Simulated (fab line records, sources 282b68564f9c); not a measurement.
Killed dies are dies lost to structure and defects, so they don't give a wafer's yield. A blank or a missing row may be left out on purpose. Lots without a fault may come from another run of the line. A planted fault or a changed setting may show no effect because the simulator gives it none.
A struck lot beside a sound one | flow rit_cmos | 17 steps out of a route of 202
Sound: wafers L732.2, L732.4, L732.5. Struck: wafers L747.1, L747.3, L747.4. The cause comes at the end.
At each step with rows: each side's tool, then ch and its chambers, then its first start. Under that, the readings that differ: sound wafers | struck wafers | difference of the means | sigmas: that difference in standard deviations of wafers without a fault.
alike: readings whose means differ by less than 2 such deviations, and words and numbers that are the same on both sides. not compared: withheld readings, readings that some wafer has no value for, bounds like >300 that may hide the same value, and numbers for which the record gives no deviation and whose values overlap.
The two part at a step that has a row with sigmas, a row that says differs or no value, or rows on one side only. Numbers that don't overlap but have no deviation are shown without sigmas and don't part them. A reading that every wafer of one side lacks parts them only if that side has two wafers or more.

first, 1 step without rows for these wafers: RIT_PSD_IMPLANT_08.
RIT_PSD_STRIP_09: strips in O2, time 180 s.
  sound on plasma_asher-02 ch 0,1, day 3 11:27; struck on plasma_asher-01 ch 0,1, day 6 09:49
  alike: drypump_motor_current_A, o2_flow_sccm
  not compared: rf_hours_counter_h
RIT_PSD_TW_MEAS_10:
  sound on film_metro-02, day 3 11:38; struck on film_metro-03, day 6 09:59
  alike: PSD_TW
then, 3 steps without rows for these wafers: RIT_SDANNEAL_CLEAN_00 (cleans in SC1, time 600 s); RIT_SDANNEAL_CLEAN_01 (cleans in dHF, time 30 s); RIT_SDANNEAL_CLEAN_02 (cleans in SC2, time 600 s).
RIT_SDANNEAL_RTA_03: time 5 s.
  sound on rtp_anneal-02 ch 0, day 3 12:15; struck on rtp_anneal-01 ch 0, day 6 10:25
  alike: wafer_temp_C_max
RIT_SDANNEAL_RS_MEAS_04: measures by four-point-probe.
  sound on film_metro-03, day 3 12:19; struck on film_metro-03, day 6 10:29
  alike: PSD_RS
RIT_SDANNEAL_RS_MEAS_05: measures by four-point-probe.
  sound on film_metro-03, day 3 12:26; struck on film_metro-03, day 6 10:36
  alike: NSD_RS
RIT_SDANNEAL_RS_MEAS_06: measures by four-point-probe.
  sound on film_metro-03, day 3 12:34; struck on film_metro-03, day 6 10:43
  alike: PLDD_RS
RIT_SDANNEAL_RS_MEAS_07: measures by four-point-probe.
  sound on film_metro-03, day 3 12:41; struck on film_metro-03, day 6 10:50
  alike: NLDD_RS
then, 1 step without rows for these wafers: RIT_SILICIDE_WET_ETCH_00 (etches SiO2 in BOE, target depth 14 nm, time 15 s).
RIT_SILICIDE_SPUTTER_01: material Ti, target thk 30 nm, time 229.8 s.
  sound on pvd_sputter-04, day 3 12:47; struck on pvd_sputter-02, day 6 10:59
  no value came back on the struck wafers for cathode_dc_power_W (W), chamber_pressure_pa (Pa), throttle_valve_pct (%), time_s (s); on the sound wafers cathode_dc_power_W (W) reads 350.01 350.02 349.91
RIT_SILICIDE_RS_MEAS_02: measures by four-point-probe.
  sound on film_metro-01, day 3 12:58; struck on film_metro-04, day 6 11:08
  reading                 | sound          | struck | difference                    | sigmas
  SILICIDE_TI_RS (ohm/sq) | 49.5 49.6 49.5 | - - -  | no value on the struck wafers |
RIT_SILICIDE_THK_MEAS_03: measures by xrf.
  sound on film_metro-01, day 3 13:04; struck on film_metro-04, day 6 11:15
  reading              | sound          | struck         | difference | sigmas
  SILICIDE_TI_THK (nm) | 29.2 29.0 29.1 | <0.0 <0.0 <0.0 | differs    |
RIT_SILICIDE_RTA_04: time 10 s, ramp up 5 s, ramp down 5 s.
  sound on rtp_anneal-02 ch 0, day 3 13:08; struck on rtp_anneal-02 ch 0, day 6 11:19
  alike: wafer_temp_C_max
RIT_M1_PROBE_99:
  the record has rows for the struck wafers here (prober-01, day 6 18:05) and none for the sound ones

WHERE THEY PART
First at RIT_SILICIDE_SPUTTER_01; last, within this record, at RIT_M1_PROBE_99.

WHY: what the simulator had put in
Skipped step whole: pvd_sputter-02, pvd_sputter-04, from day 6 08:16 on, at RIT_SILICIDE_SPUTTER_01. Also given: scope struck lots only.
